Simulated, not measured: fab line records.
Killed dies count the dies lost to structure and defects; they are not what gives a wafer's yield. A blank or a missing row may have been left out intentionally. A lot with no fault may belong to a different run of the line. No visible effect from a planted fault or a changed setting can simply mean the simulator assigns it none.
Split-lot experiment :: flow rit_cmos :: on a route of 202 steps: 5 lots, 23 wafers read

## ABOUT THE SPLIT
At RIT_PLDD_SOFTBAKE_02 (time 60 s), the setting temp_c was moved away from the recipe's 90 C on 7 of the 23 wafers read, by -1.6% to +3.4%. This setting was run at the recipe's value on the other wafers.

## FROM THE SPLIT TO THE READING: what the file shows between them, 2 steps
- RIT_PLDD_EXPOSE_03: exposes mask M8, target cd 40900 nm
- RIT_PLDD_PEB_04

## THE READING
NOVOLAK_of_PLDD_COAT_01.thk_nm (the simulator's own value, which no gauge read), in nm, at RIT_PLDD_DEVELOP_05 (develop time 50 s). The file gives no usual value for it. Here, 16 wafers ran the recipe; their average is 1000.5 nm with a standard deviation of 1.9 nm.

wafer: L074.1
tool, chamber at the split: litho_track-03, 0
temp_c as run, C: 90
against the recipe: recipe
NOVOLAK_of_PLDD_COAT_01.thk_nm, nm: 998.1
against lot-mates on the recipe: -

wafer: L074.4
tool, chamber at the split: litho_track-03, 0
temp_c as run, C: 90
against the recipe: recipe
NOVOLAK_of_PLDD_COAT_01.thk_nm, nm: 998
against lot-mates on the recipe: -

wafer: L074.5
tool, chamber at the split: litho_track-03, 0
temp_c as run, C: 90
against the recipe: recipe
NOVOLAK_of_PLDD_COAT_01.thk_nm, nm: 998
against lot-mates on the recipe: -

wafer: L075.1
tool, chamber at the split: litho_track-03, 0
temp_c as run, C: 91.12
against the recipe: +1.2%
NOVOLAK_of_PLDD_COAT_01.thk_nm, nm: 999.8
against lot-mates on the recipe: -3.2

wafer: L075.2
tool, chamber at the split: litho_track-03, 0
temp_c as run, C: 90
against the recipe: recipe
NOVOLAK_of_PLDD_COAT_01.thk_nm, nm: 1003
against lot-mates on the recipe: -

wafer: L075.3
tool, chamber at the split: litho_track-03, 0
temp_c as run, C: 90
against the recipe: recipe
NOVOLAK_of_PLDD_COAT_01.thk_nm, nm: 1004
against lot-mates on the recipe: -

wafer: L075.5
tool, chamber at the split: litho_track-03, 0
temp_c as run, C: 91.12
against the recipe: +1.2%
NOVOLAK_of_PLDD_COAT_01.thk_nm, nm: 997.4
against lot-mates on the recipe: -5.6

wafer: L075.6
tool, chamber at the split: litho_track-03, 0
temp_c as run, C: 90
against the recipe: recipe
NOVOLAK_of_PLDD_COAT_01.thk_nm, nm: 1002
against lot-mates on the recipe: -

wafer: L077.1
tool, chamber at the split: litho_track-03, 0
temp_c as run, C: 90
against the recipe: recipe
NOVOLAK_of_PLDD_COAT_01.thk_nm, nm: 1001
against lot-mates on the recipe: -

wafer: L077.2
tool, chamber at the split: litho_track-03, 0
temp_c as run, C: 88.56
against the recipe: -1.6%
NOVOLAK_of_PLDD_COAT_01.thk_nm, nm: 1003
against lot-mates on the recipe: +3.4

wafer: L077.4
tool, chamber at the split: litho_track-03, 0
temp_c as run, C: 90
against the recipe: recipe
NOVOLAK_of_PLDD_COAT_01.thk_nm, nm: 999.6
against lot-mates on the recipe: -

wafer: L077.5
tool, chamber at the split: litho_track-03, 0
temp_c as run, C: 90
against the recipe: recipe
NOVOLAK_of_PLDD_COAT_01.thk_nm, nm: 998.1
against lot-mates on the recipe: -

wafer: L077.6
tool, chamber at the split: litho_track-03, 0
temp_c as run, C: 88.56
against the recipe: -1.6%
NOVOLAK_of_PLDD_COAT_01.thk_nm, nm: 1001
against lot-mates on the recipe: +1.4

wafer: L079.1
tool, chamber at the split: litho_track-02, 0
temp_c as run, C: 93.04
against the recipe: +3.4%
NOVOLAK_of_PLDD_COAT_01.thk_nm, nm: 995.7
against lot-mates on the recipe: -5.8

wafer: L079.2
tool, chamber at the split: litho_track-02, 0
temp_c as run, C: 90
against the recipe: recipe
NOVOLAK_of_PLDD_COAT_01.thk_nm, nm: 1003
against lot-mates on the recipe: -

wafer: L079.4
tool, chamber at the split: litho_track-02, 0
temp_c as run, C: 93.04
against the recipe: +3.4%
NOVOLAK_of_PLDD_COAT_01.thk_nm, nm: 991.4
against lot-mates on the recipe: -10.1

wafer: L079.5
tool, chamber at the split: litho_track-02, 0
temp_c as run, C: 90
against the recipe: recipe
NOVOLAK_of_PLDD_COAT_01.thk_nm, nm: 1000
against lot-mates on the recipe: -

wafer: L079.6
tool, chamber at the split: litho_track-02, 0
temp_c as run, C: 93.04
against the recipe: +3.4%
NOVOLAK_of_PLDD_COAT_01.thk_nm, nm: 992.8
against lot-mates on the recipe: -8.7

wafer: L084.1
tool, chamber at the split: litho_track-01, 0
temp_c as run, C: 90
against the recipe: recipe
NOVOLAK_of_PLDD_COAT_01.thk_nm, nm: 999.4
against lot-mates on the recipe: -

wafer: L084.2
tool, chamber at the split: litho_track-01, 0
temp_c as run, C: 90
against the recipe: recipe
NOVOLAK_of_PLDD_COAT_01.thk_nm, nm: 1002
against lot-mates on the recipe: -

wafer: L084.3
tool, chamber at the split: litho_track-01, 0
temp_c as run, C: 90
against the recipe: recipe
NOVOLAK_of_PLDD_COAT_01.thk_nm, nm: 1001
against lot-mates on the recipe: -

wafer: L084.5
tool, chamber at the split: litho_track-01, 0
temp_c as run, C: 90
against the recipe: recipe
NOVOLAK_of_PLDD_COAT_01.thk_nm, nm: 1001
against lot-mates on the recipe: -

wafer: L084.6
tool, chamber at the split: litho_track-01, 0
temp_c as run, C: 90
against the recipe: recipe
NOVOLAK_of_PLDD_COAT_01.thk_nm, nm: 999.3
against lot-mates on the recipe: -

FIT RESULTS
A straight line over all 23 wafers: NOVOLAK_of_PLDD_COAT_01.thk_nm changes by -1.89 nm for each +1% of temp_c; r = -0.80; the points scatter about the line by 1.9 nm.
The same after taking each lot's own level away (the mean of its wafers on the recipe; 23 wafers): -2.34 nm for each +1%; r = -0.92; scatter 1.3 nm.
According to that fit, moving temp_c by its largest amount changes the reading by 7.9 nm.
Across the lots, their own levels run from 998.03 to 1003.00 nm, a range of 2.6 times the standard deviation given above.
So the lot-to-lot level blurs the effect unless lot-mates are compared.
Check: -9.06 nm against its lot-mates is what the line predicts for one of the wafers moved furthest among these (+3.4%) when that wafer is left out of the fit. It came out at -5.8 nm against them.

## THE FILE'S OWN FIT
NOVOLAK_of_PLDD_COAT_01.thk_nm changes by -2.38 nm for each +1% of temp_c, r = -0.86.
